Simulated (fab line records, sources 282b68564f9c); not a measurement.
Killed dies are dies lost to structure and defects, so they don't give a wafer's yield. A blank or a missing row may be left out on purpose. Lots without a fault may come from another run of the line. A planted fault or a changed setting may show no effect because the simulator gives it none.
fab line records | flow rit_cmos
record lots=5 wafers=15 last_day=7
route steps=202 shown FOX2@27 NWELL@28 PWELL@39 WELLDRIVE@50 NRETRO@53
lots that met no fault: from a run of the same line without faults
start_h: hours from the record's first day to the start of the lot's first wafer shown | wait_h: hours since the lot's step before | " the same as in the row above | L1.1+2: a row that stands for several wafers | - no value, or no start given | * or withheld: withheld | < > ~ a bound
route shown NAME@n: a module of which the file shows steps, and the number in the route of the first | usual: mean/standard deviation of fault-free wafers | same: alike in all rows | chamber/n: place in a boat | sites: the reading at each site | _std_site: their standard deviation | _edge_site: outer sites' mean less inner sites' | radius_mm: how far each site lies from the wafer's centre | mask NAME#n: copy n | behind: the tool/chamber that last shaped the wafer | hold: why the lot was held/for how many hours/how that ended | device: the transistor (n, p or np) that didn't switch | end of line: the same wafers' tests at the end of the route | a step without rows: its recipe alone | killed: dies lost to structure and defects at the first sort, not the wafer's yield | map: a wafer's dies, x killed, . not, _ none there
set.NAME: the setting as run; set.NAME@STEP: as run at that earlier step | model.NAME: the simulator's own value behind a step, which no gauge read
lots at some steps of the route; a table a step, a row a wafer
services: from which hour (start_h, from the record's first day; less than 0 if before it) a tool's chamber was out of use, for how many hours, and why
## steps
# step RIT_FOX2_THK_MEAS_90
# recipe reads=SiO2_of_FOX2_OXIDATION_00
# usual FIELD_OXIDE_LEFT_1_THK=325/5.7
# columns lot.wafer tool chamber start_h wait_h FIELD_OXIDE_LEFT_1_THK[nm]
L074.1 film_metro-01 - 19.55 0.0 332
L074.4 " - " " 329
L074.6 " - " " 323
L084.4 film_metro-03 - 69.27 0.0 318
L084.5 " - " " 316
L084.6 " - " " 320
L085.1 film_metro-01 - 74.21 0.0 329
L085.2 " - " " 325
L085.3 " - " " 327
L096.1 film_metro-02 - 130.33 0.0 328
L096.2 " - " " 326
L096.5 " - " " 327
L097.3 film_metro-01 - 135.77 0.0 329
L097.4 " - " " 323
L097.5 " - " " 327
# step RIT_NWELL_HMDS_00
# recipe prime_time_s=60 prime_temp_c=140
# usual chill_plate_temp_C=23.00/0.1
# columns lot.wafer tool chamber start_h wait_h chill_plate_temp_C
L074.1 litho_track-02 0 19.61 0.1 23.08
L074.4 " 0 " " 22.94
L074.6 " 0 " " 22.88
L084.4 litho_track-02 0 69.38 0.1 22.81
L084.5 " 0 " " 22.92
L084.6 " 0 " " 22.88
L085.1 litho_track-02 0 74.36 0.1 23.07
L085.2 " 0 " " 22.99
L085.3 " 0 " " 23.09
L096.1 litho_track-03 0 130.39 0.1 23.17
L096.2 " 0 " " 22.91
L096.5 " 0 " " 22.95
L097.3 litho_track-02 0 135.86 0.1 23.01
L097.4 " 0 " " 23.18
L097.5 " 0 " " 22.96
# step RIT_NWELL_COAT_01
# recipe resist=NOVOLAK spin_rpm=2000 resist_thk_nm=1300
# usual chill_plate_temp_C=23.01/0.12
# columns lot.wafer tool chamber start_h wait_h chill_plate_temp_C
L074.1 litho_track-02 0 19.76 0.1 22.77
L074.4 " 0 " " 22.90
L074.6 " 0 " " 22.81
L084.4 litho_track-02 0 69.53 0.1 23.01
L084.5 " 0 " " 22.80
L084.6 " 0 " " 22.92
L085.1 litho_track-02 0 74.51 0.1 22.92
L085.2 " 0 " " 23.01
L085.3 " 0 " " 22.95
L096.1 litho_track-03 0 130.54 0.1 23.06
L096.2 " 0 " " 23.04
L096.5 " 0 " " 23.00
L097.3 litho_track-02 0 136.01 0.1 23.03
L097.4 " 0 " " 23.12
L097.5 " 0 " " 23.21
# step RIT_NWELL_SOFTBAKE_02
# recipe resist=NOVOLAK temp_c=90 time_s=60
# usual chill_plate_temp_C=23.00/0.13
# columns lot.wafer tool chamber start_h wait_h chill_plate_temp_C
L074.1 litho_track-02 0 19.91 0.1 22.83
L074.4 " 0 " " 22.80
L074.6 " 0 " " 22.99
L084.4 litho_track-02 0 69.68 0.1 23.06
L084.5 " 0 " " 22.86
L084.6 " 0 " " 23.03
L085.1 litho_track-02 0 74.66 0.1 22.97
L085.2 " 0 " " 23.08
L085.3 " 0 " " 23.03
L096.1 litho_track-03 0 130.69 0.1 22.95
L096.2 " 0 " " 22.86
L096.5 " 0 " " 22.94
L097.3 litho_track-02 0 136.16 0.1 22.89
L097.4 " 0 " " 23.00
L097.5 " 0 " " 23.03
# step RIT_NWELL_EXPOSE_03
# recipe mask_id=M2 na=0.57 target_cd_nm=43900 dose_mj=250
# columns lot.wafer tool chamber start_h wait_h mask
L074.1+4+6 iline_stepper-02 0 20.18 0.2 M2#0
L084.4+5+6 iline_stepper-01 0 69.81 0.1 M2#0
L085.1+2+3 iline_stepper-02 0 74.93 0.2 M2#0
L096.1+2+5 iline_stepper-01 0 130.96 0.2 M2#0
L097.3+4+5 iline_stepper-02 0 136.42 0.2 M2#0
# step RIT_NWELL_PEB_04
# recipe resist=NOVOLAK temp_c=withheld time_s=withheld
# usual chill_plate_temp_C=*
# columns lot.wafer tool chamber start_h wait_h chill_plate_temp_C
L074.1 litho_track-04 0 20.30 0.1 *
L074.4 " 0 " " *
L074.6 " 0 " " *
L084.4 litho_track-03 0 69.95 0.1 *
L084.5 " 0 " " *
L084.6 " 0 " " *
L085.1 litho_track-02 0 75.05 0.1 *
L085.2 " 0 " " *
L085.3 " 0 " " *
L096.1 litho_track-02 0 131.08 0.1 *
L096.2 " 0 " " *
L096.5 " 0 " " *
L097.3 litho_track-02 0 136.55 0.1 *
L097.4 " 0 " " *
L097.5 " 0 " " *
# step RIT_NWELL_DEVELOP_05
# recipe resist=NOVOLAK develop_time_s=68 dev_temp_c=23
# usual chill_plate_temp_C=22.99/0.12
# columns lot.wafer tool chamber start_h wait_h chill_plate_temp_C
L074.1 litho_track-04 0 - - 23.21
L074.4 " 0 " " 23.23
L074.6 " 0 " " 23.02
L084.4 litho_track-03 0 - - 23.03
L084.5 " 0 " " 22.96
L084.6 " 0 " " 23.04
L085.1 litho_track-02 0 - - 22.93
L085.2 " 0 " " 23.04
L085.3 " 0 " " 23.26
L096.1 litho_track-02 0 - - 22.83
L096.2 " 0 " " 22.93
L096.5 " 0 " " 22.79
L097.3 litho_track-02 0 - - 23.10
L097.4 " 0 " " 22.95
L097.5 " 0 " " 23.17
# step RIT_NWELL_OVL_MEAS_06
# usual NWELL_OVL=1.1/1.3
# columns lot.wafer tool chamber start_h wait_h NWELL_OVL[nm]
L074.1 overlay-02 - 20.61 - 0.2
L074.4 " - " " 0.9
L074.6 " - " " 2.3
L084.4 overlay-01 - 70.20 - 2.5
L084.5 " - " " 0.7
L084.6 " - " " 1.5
L085.1 overlay-01 - 75.36 - 2.0
L085.2 " - " " 2.4
L085.3 " - " " 1.6
L096.1 overlay-02 - 131.39 - -0.2
L096.2 " - " " 3.3
L096.5 " - " " -1.4
L097.3 overlay-01 - 136.83 - 1.2
L097.4 " - " " 0.3
L097.5 " - " " 3.5
# step RIT_NWELL_HARDBAKE_07
# recipe resist=NOVOLAK temp_c=140 time_s=120
# usual chill_plate_temp_C=23.01/0.12
# columns lot.wafer tool chamber start_h wait_h chill_plate_temp_C
L074.1 litho_track-02 0 20.65 0.0 22.95
L074.4 " 0 " " 23.00
L074.6 " 0 " " 23.05
L084.4 litho_track-02 0 70.34 0.1 23.01
L084.5 " 0 " " 22.82
L084.6 " 0 " " 23.12
L085.1 litho_track-03 0 75.40 0.0 23.04
L085.2 " 0 " " 23.08
L085.3 " 0 " " 23.22
L096.1 litho_track-02 0 131.43 0.0 23.09
L096.2 " 0 " " 23.21
L096.5 " 0 " " 23.13
L097.3 litho_track-04 0 136.93 0.1 23.06
L097.4 " 0 " " 22.95
L097.5 " 0 " " 22.88
# step RIT_NWELL_IMPLANT_08
# recipe species=P energy_kev=170 dose_cm2=5e+13 tilt_deg=7
# usual faraday_current_uA=158/3.1
# columns lot.wafer tool chamber start_h wait_h faraday_current_uA
L074.1 implanter-02 0 20.90 0.2 164
L074.4 " 0 " " 159
L074.6 " 0 " " 159
L084.4 implanter-02 0 70.54 0.2 155
L084.5 " 0 " " 153
L084.6 " 0 " " 151
L085.1 implanter-04 0 75.65 0.2 162
L085.2 " 0 " " 164
L085.3 " 0 " " 160
L096.1 implanter-01 0 131.68 0.2 157
L096.2 " 0 " " 155
L096.5 " 0 " " 160
L097.3 implanter-01 0 137.15 0.2 157
L097.4 " 0 " " 161
L097.5 " 0 " " 154
# step RIT_NWELL_STRIP_09
# recipe chemistry=O2 time_s=180 resist=NOVOLAK platen_temp_c=withheld power_w=500 pressure_mtorr=4000 o2_flow_sccm=4000
# usual chamber_pressure_mTorr=4000/3.4 drypump_motor_current_A=5.8/0.6 rf_refl_power_W=6.1/1.6
# columns lot.wafer tool chamber start_h wait_h chamber_pressure_mTorr drypump_motor_current_A rf_hours_counter_h rf_refl_power_W
L074.1 plasma_asher-03 0 21.05 0.1 4000 4.9 21 7.9
L074.4 " 1 " " 3996 6.0 - 3.9
L074.6 " 0 " " 4002 4.9 - 8.0
L084.4 plasma_asher-04 0 70.68 0.1 3993 5.8 - 4.7
L084.5 " 1 " " 3998 6.5 - 6.5
L084.6 " 0 " " 4001 5.8 - 4.5
L085.1 plasma_asher-04 1 75.80 0.1 4004 6.5 45 6.6
L085.2 " 0 " " 4002 5.8 45 4.4
L085.3 " 0 " " 3997 5.8 - 4.6
L096.1 plasma_asher-03 1 131.83 0.1 4004 6.1 34 3.9
L096.2 " 0 " " 4003 4.9 34 8.0
L096.5 " 0 " " 3996 4.9 - 8.1
L097.3 plasma_asher-03 0 137.31 0.1 4002 4.9 - 7.9
L097.4 " 1 " " 4002 6.0 - 4.0
L097.5 " 1 " " 3994 6.1 - 3.9
# step RIT_NWELL_TW_MEAS_10
# usual NWELL_TW=2130/18
# columns lot.wafer tool chamber start_h wait_h NWELL_TW
L074.1 film_metro-04 - 21.22 0.1 2116
L074.4 " - " " 2128
L074.6 " - " " 2116
L084.4 film_metro-02 - 70.82 0.1 2122
L084.5 " - " " 2126
L084.6 " - " " 2111
L085.1 film_metro-01 - 75.97 0.1 2155
L085.2 " - " " 2151
L085.3 " - " " 2151
L096.1 film_metro-04 - 132.00 0.1 2126
L096.2 " - " " 2133
L096.5 " - " " 2132
L097.3 film_metro-01 - 137.45 0.1 2157
L097.4 " - " " 2155
L097.5 " - " " 2154
# step RIT_PWELL_HMDS_00
# recipe prime_time_s=60 prime_temp_c=140
# usual chill_plate_temp_C=23.01/0.11
# columns lot.wafer tool chamber start_h wait_h chill_plate_temp_C
L074.1 litho_track-03 0 21.28 0.1 23.07
L074.4 " 0 " " 23.26
L074.6 " 0 " " 22.90
L084.4 litho_track-01 0 71.02 0.2 22.87
L084.5 " 0 " " 22.90
L084.6 " 0 " " 22.98
L085.1 litho_track-01 0 76.09 0.1 22.99
L085.2 " 0 " " 22.97
L085.3 " 0 " " 23.03
L096.1 litho_track-02 0 132.13 0.1 23.13
L096.2 " 0 " " 23.09
L096.5 " 0 " " 23.17
L097.3 litho_track-03 0 137.54 0.1 22.92
L097.4 " 0 " " 22.83
L097.5 " 0 " " 22.92
# step RIT_PWELL_COAT_01
# recipe resist=NOVOLAK spin_rpm=2000 resist_thk_nm=1300
# usual chill_plate_temp_C=23.00/0.1
# columns lot.wafer tool chamber start_h wait_h chill_plate_temp_C
L074.1 litho_track-03 0 21.43 0.1 22.98
L074.4 " 0 " " 22.95
L074.6 " 0 " " 22.81
L084.4 litho_track-01 0 71.17 0.1 22.96
L084.5 " 0 " " 22.92
L084.6 " 0 " " 23.10
L085.1 litho_track-01 0 76.24 0.1 23.14
L085.2 " 0 " " 23.10
L085.3 " 0 " " 23.23
L096.1 litho_track-02 0 132.28 0.1 23.11
L096.2 " 0 " " 23.01
L096.5 " 0 " " 23.09
L097.3 litho_track-03 0 137.69 0.1 22.87
L097.4 " 0 " " 22.95
L097.5 " 0 " " 22.97
# step RIT_PWELL_SOFTBAKE_02
# recipe resist=NOVOLAK temp_c=90 time_s=60
# usual chill_plate_temp_C=22.99/0.12
# columns lot.wafer tool chamber start_h wait_h chill_plate_temp_C
L074.1 litho_track-03 0 21.58 0.1 22.97
L074.4 " 0 " " 23.02
L074.6 " 0 " " 23.07
L084.4 litho_track-01 0 71.32 0.1 23.07
L084.5 " 0 " " 22.90
L084.6 " 0 " " 22.97
L085.1 litho_track-01 0 76.39 0.1 23.01
L085.2 " 0 " " 23.06
L085.3 " 0 " " 22.86
L096.1 litho_track-02 0 132.43 0.1 23.03
L096.2 " 0 " " 23.10
L096.5 " 0 " " 23.01
L097.3 litho_track-03 0 137.84 0.1 22.83
L097.4 " 0 " " 22.97
L097.5 " 0 " " 23.06
# step RIT_PWELL_EXPOSE_03
# recipe mask_id=M3 na=0.57 target_cd_nm=43700 dose_mj=250
# columns lot.wafer tool chamber start_h wait_h mask
L074.1+4+6 iline_stepper-01 0 21.86 0.2 M3#0
L084.4+5+6 iline_stepper-02 0 71.46 0.1 M3#0
L085.1+2+3 iline_stepper-01 0 76.67 0.2 M3#0
L096.1+2+5 iline_stepper-01 0 132.58 0.1 M3#0
L097.3+4+5 iline_stepper-02 0 138.10 0.2 M3#0
# step RIT_PWELL_PEB_04
# recipe resist=NOVOLAK temp_c=withheld time_s=withheld
# usual chill_plate_temp_C=*
# columns lot.wafer tool chamber start_h wait_h chill_plate_temp_C
L074.1 litho_track-02 0 21.97 0.1 *
L074.4 " 0 " " *
L074.6 " 0 " " *
L084.4 litho_track-02 0 71.64 0.2 *
L084.5 " 0 " " *
L084.6 " 0 " " *
L085.1 litho_track-01 0 76.78 0.1 *
L085.2 " 0 " " *
L085.3 " 0 " " *
L096.1 litho_track-02 0 132.69 0.1 *
L096.2 " 0 " " *
L096.5 " 0 " " *
L097.3 litho_track-03 0 138.23 0.1 *
L097.4 " 0 " " *
L097.5 " 0 " " *
# step RIT_PWELL_DEVELOP_05
# recipe resist=NOVOLAK develop_time_s=68 dev_temp_c=23
# usual chill_plate_temp_C=22.98/0.1
# columns lot.wafer tool chamber start_h wait_h chill_plate_temp_C
L074.1 litho_track-02 0 - - 22.96
L074.4 " 0 " " 22.95
L074.6 " 0 " " 22.79
L084.4 litho_track-02 0 - - 22.97
L084.5 " 0 " " 23.11
L084.6 " 0 " " 22.97
L085.1 litho_track-01 0 - - 22.91
L085.2 " 0 " " 22.92
L085.3 " 0 " " 22.81
L096.1 litho_track-02 0 - - 22.95
L096.2 " 0 " " 22.87
L096.5 " 0 " " 22.84
L097.3 litho_track-03 0 - - 22.98
L097.4 " 0 " " 23.03
L097.5 " 0 " " 23.04
# step RIT_PWELL_OVL_MEAS_06
# usual PWELL_OVL=-0.2/1.3
# columns lot.wafer tool chamber start_h wait_h PWELL_OVL[nm]
L074.1 overlay-01 - 22.29 - 0.3
L074.4 " - " " -0.5
L074.6 " - " " 3.4
L084.4 overlay-02 - 71.90 - -0.3
L084.5 " - " " 1.5
L084.6 " - " " -0.7
L085.1 overlay-02 - 77.10 - 1.4
L085.2 " - " " 1.9
L085.3 " - " " 1.1
L096.1 overlay-02 - 133.01 - -1.4
L096.2 " - " " -0.6
L096.5 " - " " -0.2
L097.3 overlay-01 - 138.50 - 0.8
L097.4 " - " " -1.4
L097.5 " - " " -2.7
# step RIT_PWELL_HARDBAKE_07
# recipe resist=NOVOLAK temp_c=140 time_s=120
# usual chill_plate_temp_C=23.00/0.1
# columns lot.wafer tool chamber start_h wait_h chill_plate_temp_C
L074.1 litho_track-02 0 22.32 0.0 22.91
L074.4 " 0 " " 22.91
L074.6 " 0 " " 22.86
L084.4 litho_track-03 0 72.22 0.3 23.06
L084.5 " 0 " " 23.09
L084.6 " 0 " " 22.93
L085.1 litho_track-01 0 77.13 0.0 22.98
L085.2 " 0 " " 23.07
L085.3 " 0 " " 23.16
L096.1 litho_track-01 0 133.04 0.0 22.95
L096.2 " 0 " " 23.19
L096.5 " 0 " " 22.97
L097.3 litho_track-02 0 138.61 0.1 23.04
L097.4 " 0 " " 22.97
L097.5 " 0 " " 23.14
# step RIT_PWELL_IMPLANT_08
# recipe species=B energy_kev=170 dose_cm2=7e+13 tilt_deg=7
# usual faraday_current_uA=222/4.9
# columns lot.wafer tool chamber start_h wait_h faraday_current_uA
L074.1 implanter-04 0 22.57 0.2 215
L074.4 " 0 " " 223
L074.6 " 0 " " 219
L084.4 implanter-01 0 72.42 0.2 220
L084.5 " 0 " " 217
L084.6 " 0 " " 214
L085.1 implanter-04 0 77.38 0.2 215
L085.2 " 0 " " 216
L085.3 " 0 " " 224
L096.1 implanter-03 0 133.29 0.2 220
L096.2 " 0 " " 212
L096.5 " 0 " " 227
L097.3 implanter-01 0 138.83 0.2 224
L097.4 " 0 " " 225
L097.5 " 0 " " 222
# step RIT_PWELL_STRIP_09
# recipe chemistry=O2 time_s=180 resist=NOVOLAK platen_temp_c=withheld power_w=500 pressure_mtorr=4000 o2_flow_sccm=4000
# usual chamber_pressure_mTorr=4000/3.9 drypump_motor_current_A=5.5/0.51 rf_refl_power_W=6.0/1.7
# columns lot.wafer tool chamber start_h wait_h chamber_pressure_mTorr drypump_motor_current_A rf_hours_counter_h rf_refl_power_W
L074.1 plasma_asher-01 1 22.72 0.1 3996 5.9 37 7.0
L074.4 " 1 " " 4001 5.9 - 7.1
L074.6 " 1 " " 4008 5.9 - 7.0
L084.4 plasma_asher-01 0 72.55 0.1 4002 5.2 - 4.5
L084.5 " 1 " " 4002 5.9 - 7.1
L084.6 " 0 " " 4001 5.2 - 4.5
L085.1 plasma_asher-01 1 77.53 0.1 4006 6.0 44 7.1
L085.2 " 0 " " 4000 5.2 44 4.5
L085.3 " 0 " " 3999 5.2 - 4.5
L096.1 plasma_asher-03 1 133.44 0.1 4003 6.1 34 3.8
L096.2 " 0 " " 4001 4.9 34 7.9
L096.5 " 0 " " 4000 4.9 - 8.0
L097.3 plasma_asher-03 0 138.99 0.1 4002 4.9 - 7.9
L097.4 " 1 " " 4003 6.1 - 3.9
L097.5 " 1 " " 3998 6.1 - 4.0
# step RIT_PWELL_TW_MEAS_10
# usual PWELL_TW=947/7.8
# columns lot.wafer tool chamber start_h wait_h PWELL_TW
L074.1 film_metro-01 - 22.90 0.1 954
L074.4 " - " " 952
L074.6 " - " " 959
L084.4 film_metro-04 - 72.70 0.1 937
L084.5 " - " " 943
L084.6 " - " " 943
L085.1 film_metro-02 - 77.71 0.1 940
L085.2 " - " " 938
L085.3 " - " " 944
L096.1 film_metro-04 - 133.62 0.1 938
L096.2 " - " " 945
L096.5 " - " " 944
L097.3 film_metro-04 - 139.12 0.1 947
L097.4 " - " " 948
L097.5 " - " " 942
# step RIT_WELLDRIVE_ANNEAL_00
# recipe temp_c=1100 time_s=14700 ambient=N2
# usual zone_power_load_pct=44.5/2.8
# columns lot.wafer tool chamber start_h wait_h zone_power_load_pct
L074.1 furnace-02 0 22.96 0.1 43.6
L074.4 " 0 " " 44.2
L074.6 " 0 " " 43.4
L084.4 furnace-03 0 73.34 0.6 42.6
L084.5 " 0 " " 42.8
L084.6 " 0 " " 42.5
L085.1 furnace-04 0 78.37 0.6 48.7
L085.2 " 0 " " 48.9
L085.3 " 0 " " 50.3
L096.1 furnace-02 0 133.68 0.1 43.8
L096.2 " 0 " " 43.5
L096.5 " 0 " " 44.9
L097.3 furnace-03 0 139.16 0.0 42.1
L097.4 " 0 " " 42.4
L097.5 " 0 " " 42.8
# step RIT_WELLDRIVE_RS_MEAS_01
# recipe thk_meas_gauge=four-point-probe
# usual NWELL_RS=275.4/0.68
# columns lot.wafer tool chamber start_h wait_h NWELL_RS[ohm/sq]
L074.1 film_metro-04 - 28.04 0.0 274.8
L074.4 " - " " 275.4
L074.6 " - " " 274.9
L084.4 film_metro-04 - 78.48 0.1 275.8
L084.5 " - " " 275.3
L084.6 " - " " 276.3
L085.1 film_metro-01 - 83.45 0.0 275.1
L085.2 " - " " 275.0
L085.3 " - " " 275.3
L096.1 film_metro-01 - 138.76 0.0 275.9
L096.2 " - " " 275.0
L096.5 " - " " 275.8
L097.3 film_metro-01 - 144.29 0.0 274.4
L097.4 " - " " 274.6
L097.5 " - " " 275.2
# step RIT_WELLDRIVE_RS_MEAS_02
# recipe thk_meas_gauge=four-point-probe
# usual PWELL_RS=429.0/1.2
# columns lot.wafer tool chamber start_h wait_h PWELL_RS[ohm/sq]
L074.1 film_metro-04 - 28.16 0.1 428.8
L074.4 " - " " 428.0
L074.6 " - " " 426.8
L084.4 film_metro-04 - 78.60 0.1 429.2
L084.5 " - " " 428.4
L084.6 " - " " 429.6
L085.1 film_metro-01 - 83.57 0.1 425.9
L085.2 " - " " 427.9
L085.3 " - " " 426.6
L096.1 film_metro-01 - 138.88 0.1 429.4
L096.2 " - " " 430.1
L096.5 " - " " 428.2
L097.3 film_metro-01 - 144.41 0.1 429.8
L097.4 " - " " 428.8
L097.5 " - " " 429.3
# step RIT_NRETRO_HMDS_00
# recipe prime_time_s=60 prime_temp_c=140
# usual chill_plate_temp_C=22.99/0.11
# columns lot.wafer tool chamber start_h wait_h chill_plate_temp_C
L074.1 litho_track-04 0 28.49 0.3 22.84
L074.4 " 0 " " 22.85
L074.6 " 0 " " 23.11
L084.4 litho_track-04 0 78.74 0.1 22.98
L084.5 " 0 " " 22.89
L084.6 " 0 " " 23.06
L085.1 litho_track-04 0 83.73 0.1 22.76
L085.2 " 0 " " 22.88
L085.3 " 0 " " 22.82
L096.1 litho_track-02 0 139.00 0.1 22.99
L096.2 " 0 " " 22.92
L096.5 " 0 " " 22.95
L097.3 litho_track-04 0 144.54 0.1 22.90
L097.4 " 0 " " 22.86
L097.5 " 0 " " 22.71
# step RIT_NRETRO_COAT_01
# recipe resist=NOVOLAK spin_rpm=2000 resist_thk_nm=1300
# usual chill_plate_temp_C=23.01/0.12
# columns lot.wafer tool chamber start_h wait_h chill_plate_temp_C
L074.1 litho_track-04 0 28.64 0.1 22.90
L074.4 " 0 " " 23.08
L074.6 " 0 " " 22.92
L084.4 litho_track-04 0 78.89 0.1 23.13
L084.5 " 0 " " 23.11
L084.6 " 0 " " 22.91
L085.1 litho_track-04 0 83.88 0.1 23.01
L085.2 " 0 " " 23.21
L085.3 " 0 " " 22.80
L096.1 litho_track-02 0 139.15 0.1 22.73
L096.2 " 0 " " 22.96
L096.5 " 0 " " 22.83
L097.3 litho_track-04 0 144.69 0.1 22.95
L097.4 " 0 " " 22.95
L097.5 " 0 " " 22.96
# step RIT_NRETRO_SOFTBAKE_02
# recipe resist=NOVOLAK temp_c=90 time_s=60
# usual chill_plate_temp_C=23.01/0.12
# columns lot.wafer tool chamber start_h wait_h chill_plate_temp_C
L074.1 litho_track-04 0 28.79 0.1 22.77
L074.4 " 0 " " 22.81
L074.6 " 0 " " 22.99
L084.4 litho_track-04 0 79.04 0.1 23.15
L084.5 " 0 " " 23.12
L084.6 " 0 " " 23.02
L085.1 litho_track-04 0 84.03 0.1 23.21
L085.2 " 0 " " 23.18
L085.3 " 0 " " 22.99
L096.1 litho_track-02 0 139.30 0.1 23.15
L096.2 " 0 " " 22.98
L096.5 " 0 " " 23.10
L097.3 litho_track-04 0 144.84 0.1 23.09
L097.4 " 0 " " 23.02
L097.5 " 0 " " 22.93
# step RIT_NRETRO_EXPOSE_03
# recipe mask_id=M4 na=0.57 target_cd_nm=43900 dose_mj=250
# columns lot.wafer tool chamber start_h wait_h mask
L074.1+4+6 iline_stepper-02 0 29.06 0.2 M4#0
L084.4+5+6 iline_stepper-01 0 79.29 0.2 M4#0
L085.1+2+3 iline_stepper-01 0 84.18 0.1 M4#0
L096.1+2+5 iline_stepper-02 0 139.57 0.2 M4#0
L097.3+4+5 iline_stepper-01 0 145.10 0.2 M4#0
# step RIT_NRETRO_PEB_04
# recipe resist=NOVOLAK temp_c=withheld time_s=withheld
# usual chill_plate_temp_C=*
# columns lot.wafer tool chamber start_h wait_h chill_plate_temp_C
L074.1 litho_track-02 0 29.18 0.1 *
L074.4 " 0 " " *
L074.6 " 0 " " *
L084.4 litho_track-04 0 79.43 0.1 *
L084.5 " 0 " " *
L084.6 " 0 " " *
L085.1 litho_track-04 0 84.30 0.1 *
L085.2 " 0 " " *
L085.3 " 0 " " *
L096.1 litho_track-04 0 139.80 0.2 *
L096.2 " 0 " " *
L096.5 " 0 " " *
L097.3 litho_track-04 0 145.23 0.1 *
L097.4 " 0 " " *
L097.5 " 0 " " *
# step RIT_NRETRO_DEVELOP_05
# recipe resist=NOVOLAK develop_time_s=68 dev_temp_c=23
# usual chill_plate_temp_C=23.00/0.098
# columns lot.wafer tool chamber start_h wait_h chill_plate_temp_C
L074.1 litho_track-02 0 - - 23.18
L074.4 " 0 " " 23.05
L074.6 " 0 " " 23.20
L084.4 litho_track-04 0 - - 23.10
L084.5 " 0 " " 23.15
L084.6 " 0 " " 23.11
L085.1 litho_track-04 0 - - 23.10
L085.2 " 0 " " 22.90
L085.3 " 0 " " 22.94
L096.1 litho_track-04 0 - - 23.03
L096.2 " 0 " " 22.91
L096.5 " 0 " " 23.04
L097.3 litho_track-04 0 - - 22.73
L097.4 " 0 " " 22.99
L097.5 " 0 " " 22.86
# step RIT_NRETRO_OVL_MEAS_06
# usual NRETRO_OVL=1.0/1.2
# columns lot.wafer tool chamber start_h wait_h NRETRO_OVL[nm]
L074.1 overlay-02 - 29.49 - 0.9
L074.4 " - " " 1.7
L074.6 " - " " 1.3
L084.4 overlay-01 - 79.68 - 1.3
L084.5 " - " " 1.9
L084.6 " - " " 0.0
L085.1 overlay-01 - 84.61 - 1.0
L085.2 " - " " 2.8
L085.3 " - " " 2.2
L096.1 overlay-01 - 140.12 - 0.8
L096.2 " - " " 2.6
L096.5 " - " " 0.4
L097.3 overlay-02 - 145.50 - 0.3
L097.4 " - " " 1.0
L097.5 " - " " 0.5
# step RIT_NRETRO_HARDBAKE_07
# recipe resist=NOVOLAK temp_c=140 time_s=120
# usual chill_plate_temp_C=22.98/0.11
# columns lot.wafer tool chamber start_h wait_h chill_plate_temp_C
L074.1 litho_track-01 0 29.53 0.0 23.08
L074.4 " 0 " " 22.86
L074.6 " 0 " " 22.94
L084.4 litho_track-01 0 79.83 0.1 22.94
L084.5 " 0 " " 22.99
L084.6 " 0 " " 22.88
L085.1 litho_track-02 0 84.65 0.0 23.02
L085.2 " 0 " " 22.84
L085.3 " 0 " " 22.92
L096.1 litho_track-02 0 140.15 0.0 23.01
L096.2 " 0 " " 23.01
L096.5 " 0 " " 23.03
L097.3 litho_track-04 0 145.61 0.1 23.01
L097.4 " 0 " " 23.04
L097.5 " 0 " " 22.94
# step RIT_NRETRO_IMPLANT_08
# recipe species=P energy_kev=70 dose_cm2=1e+13 tilt_deg=7
# usual faraday_current_uA=31.8/0.62
# columns lot.wafer tool chamber start_h wait_h faraday_current_uA
L074.1 implanter-03 0 29.78 0.2 31.2
L074.4 " 0 " " 31.5
L074.6 " 0 " " 31.8
L084.4 implanter-04 0 80.03 0.2 30.8
L084.5 " 0 " " 32.4
L084.6 " 0 " " 31.7
L085.1 implanter-04 0 84.90 0.2 32.2
L085.2 " 0 " " 32.0
L085.3 " 0 " " 32.8
L096.1 implanter-03 0 140.40 0.2 31.7
L096.2 " 0 " " 31.3
L096.5 " 0 " " 31.8
L097.3 implanter-04 0 145.83 0.2 30.6
L097.4 " 0 " " 30.9
L097.5 " 0 " " 31.9
# step RIT_NRETRO_STRIP_09
# recipe chemistry=O2 time_s=180 resist=NOVOLAK platen_temp_c=withheld power_w=500 pressure_mtorr=4000 o2_flow_sccm=4000
# usual chamber_pressure_mTorr=3999/3.6 drypump_motor_current_A=5.7/0.57 rf_refl_power_W=5.7/1.7
# columns lot.wafer tool chamber start_h wait_h chamber_pressure_mTorr drypump_motor_current_A rf_hours_counter_h rf_refl_power_W
L074.1 plasma_asher-03 0 29.93 0.1 4002 4.9 22 7.8
L074.4 " 0 " " 4001 4.9 - 7.9
L074.6 " 0 " " 3993 4.9 - 8.2
L084.4 plasma_asher-01 0 80.16 0.1 4003 5.2 - 4.5
L084.5 " 0 " " 3996 5.2 - 4.6
L084.6 " 1 " " 4001 5.9 - 7.0
L085.1 plasma_asher-03 0 85.05 0.1 4001 4.9 28 8.1
L085.2 " 1 " " 3997 6.0 28 4.1
L085.3 " 1 " " 4000 6.1 - 3.9
L096.1 plasma_asher-03 1 140.55 0.1 3999 6.1 35 3.8
L096.2 " 0 " " 4000 4.9 35 8.1
L096.5 " 1 " " 3998 6.1 - 4.2
L097.3 plasma_asher-04 0 145.99 0.1 3997 5.8 - 4.3
L097.4 " 1 " " 3998 6.5 - 6.4
L097.5 " 1 " " 3998 6.4 - 6.3
# step RIT_NRETRO_TW_MEAS_10
# usual NRETRO_TW=1042/6.3
# columns lot.wafer tool chamber start_h wait_h NRETRO_TW
L074.1 film_metro-03 - 30.10 0.1 1050
L074.4 " - " " 1054
L074.6 " - " " 1058
L084.4 film_metro-04 - 80.31 0.1 1046
L084.5 " - " " 1042
L084.6 " - " " 1036
L085.1 film_metro-03 - 85.22 0.1 1044
L085.2 " - " " 1045
L085.3 " - " " 1046
L096.1 film_metro-04 - 140.73 0.1 1040
L096.2 " - " " 1040
L096.5 " - " " 1042
L097.3 film_metro-04 - 146.12 0.1 1039
L097.4 " - " " 1032
L097.5 " - " " 1038
## services
# columns tool chamber start_h hours kind
implanter-03 - 3.44 1.9 repair
iline_stepper-02 0 9.49 - calibration
implanter-02 - 10.29 3.3 repair
iline_stepper-01 0 11.32 - calibration
implanter-02 - 40.80 2.6 repair
iline_stepper-02 - 43.30 1.7 pm
plasma_asher-03 - 44.61 4.5 repair
iline_stepper-01 - 87.55 1.0 repair
furnace-04 - 93.87 4.0 pm
furnace-02 - 104.22 4.5 pm
furnace-04 - 109.31 3.3 pm
plasma_asher-03 - 110.13 0.6 repair
furnace-03 - 124.37 3.1 pm
furnace-03 - 124.80 1.1 repair
## key
fault none
